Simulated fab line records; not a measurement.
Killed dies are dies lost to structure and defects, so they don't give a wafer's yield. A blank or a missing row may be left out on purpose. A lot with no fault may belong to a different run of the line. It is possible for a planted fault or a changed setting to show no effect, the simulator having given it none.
Commonality check across tools ; flow ritCmos ; Lots sampled 14, wafers sampled 42

WHY IT WAS OPENED
Of 14 lots, 2 have the reading PRETRO_TW flagged at RIT_PRETRO_TW_MEAS_10. Fault-free wafers read 474, with a standard deviation of 4.1.
Rule: a lot gets a flag if all its wafers with a number sit over 4 standard deviations from that mean, or if no wafer of it has a number. All remaining lots are regarded as sound.

lot;measured;on;PRETRO_TW, wafer by wafer;flag
L872;day 2 08:49;filmMetro-01;475 477 476;
L873;day 2 14:52;filmMetro-02;472 475 473;
L874;day 2 19:26;filmMetro-03;468 467 470;
L875;day 3 00:41;filmMetro-02;393 393 393;FLAGGED
L876;day 3 05:38;filmMetro-03;470 471 474;
L877;day 3 09:20;filmMetro-02;394 394 394;FLAGGED
L882;day 4 12:24;filmMetro-02;471 470 472;
L884;day 4 22:20;filmMetro-01;477 477 479;
L886;day 5 09:51;filmMetro-01;479 482 477;
L888;day 5 18:58;filmMetro-01;478 480 478;
L890;day 6 02:12;filmMetro-01;477 475 477;
L891;day 6 10:05;filmMetro-02;477 477 479;
L894;day 6 22:43;filmMetro-01;477 475 479;
L895;day 7 06:09;filmMetro-01;476 474 474;
Average over the flagged lots: 394; offset from the usual -80, equal to -20 standard deviations.

EACH LOT AND THE TOOL IT RAN ON
The record holds 2 process steps before the reading, out of a route of 202 steps. Read each cell as the tool, then ch plus the chambers that the sampled wafers visited, then the start.
lot;flag;RIT_PRETRO_IMPLANT_08;RIT_PRETRO_STRIP_09
L872;;implanter-04 ch 0, day 2 08:31;plasmaAsher-03 ch 0,1, day 2 08:38
L873;;implanter-02 ch 0, day 2 14:34;plasmaAsher-02 ch 0,1, day 2 14:41
L874;;implanter-04 ch 0, day 2 19:07;plasmaAsher-02 ch 0,1, day 2 19:14
L875;FLAGGED;implanter-04 ch 0, day 3 00:23;plasmaAsher-04 ch 0,1, day 3 00:30
L876;;implanter-01 ch 0, day 3 05:20;plasmaAsher-04 ch 0,1, day 3 05:29
L877;FLAGGED;implanter-04 ch 0, day 3 09:02;plasmaAsher-04 ch 0,1, day 3 09:09
L882;;implanter-01 ch 0, day 4 12:05;plasmaAsher-03 ch 0,1, day 4 12:14
L884;;implanter-02 ch 0, day 4 22:02;plasmaAsher-03 ch 0,1, day 4 22:12
L886;;implanter-02 ch 0, day 5 09:34;plasmaAsher-04 ch 0,1, day 5 09:43
L888;;implanter-01 ch 0, day 5 18:38;plasmaAsher-02 ch 0,1, day 5 18:47
L890;;implanter-04 ch 0, day 6 01:53;plasmaAsher-03 ch 0,1, day 6 02:02
L891;;implanter-02 ch 0, day 6 09:46;plasmaAsher-02 ch 0,1, day 6 09:55
L894;;implanter-04 ch 0, day 6 22:24;plasmaAsher-03 ch 0, day 6 22:32
L895;;implanter-02 ch 0, day 7 05:52;plasmaAsher-04 ch 0,1, day 7 06:01
What the steps here do:
- RIT_PRETRO_IMPLANT_08
- RIT_PRETRO_STRIP_09: strips in O2, time 180 s.
- RIT_PRETRO_TW_MEAS_10

FLAGGED OVER TOTAL, TOOL BY TOOL (the gauges that took the reading come last)
step;tool;lots run;flagged;share of the flagged lots;sound lots run after its first flagged lot
RIT_PRETRO_IMPLANT_08;implanter-01;3;0;none;-
RIT_PRETRO_IMPLANT_08;implanter-02;5;0;none;-
RIT_PRETRO_IMPLANT_08;implanter-04;6;2;all;2 (L890,L894)
RIT_PRETRO_STRIP_09;plasmaAsher-02;4;0;none;-
RIT_PRETRO_STRIP_09;plasmaAsher-03;5;0;none;-
RIT_PRETRO_STRIP_09;plasmaAsher-04;5;2;all;3 (L876,L886,L895)
RIT_PRETRO_TW_MEAS_10;filmMetro-01;7;0;none;-
RIT_PRETRO_TW_MEAS_10;filmMetro-02;5;2;all;2 (L882,L891)
RIT_PRETRO_TW_MEAS_10;filmMetro-03;2;0;none;-

THE TABLE: WHAT IT ALLOWS
In the table, 3 rows ran each flagged lot (implanter-04 at RIT_PRETRO_IMPLANT_08; plasmaAsher-04 at RIT_PRETRO_STRIP_09; filmMetro-02 at RIT_PRETRO_TW_MEAS_10).
- implanter-04 at RIT_PRETRO_IMPLANT_08 ran 6 lots, 2 of them flagged. Sound lots followed the first flagged one (L890, L894) on it, something a lasting fault affecting the whole tool could not allow. Its own readings (doseIonsCm2, faradayCurrentUA) fall more than 4 standard deviations out on all wafers of the flagged lots.
- plasmaAsher-04 at RIT_PRETRO_STRIP_09 ran 5 lots, 2 of them flagged. Sound lots followed the first flagged one (L876, L886, L895) on it, something a lasting fault affecting the whole tool could not allow.
- filmMetro-02 at RIT_PRETRO_TW_MEAS_10 ran 5 lots, 2 of them flagged. Sound lots followed the first flagged one (L882, L891) on it, something a lasting fault affecting the whole tool could not allow.
Every row of the table either missed a flagged lot or ran a sound lot after the first.

WHAT WAS PUT IN BY THE SIMULATOR
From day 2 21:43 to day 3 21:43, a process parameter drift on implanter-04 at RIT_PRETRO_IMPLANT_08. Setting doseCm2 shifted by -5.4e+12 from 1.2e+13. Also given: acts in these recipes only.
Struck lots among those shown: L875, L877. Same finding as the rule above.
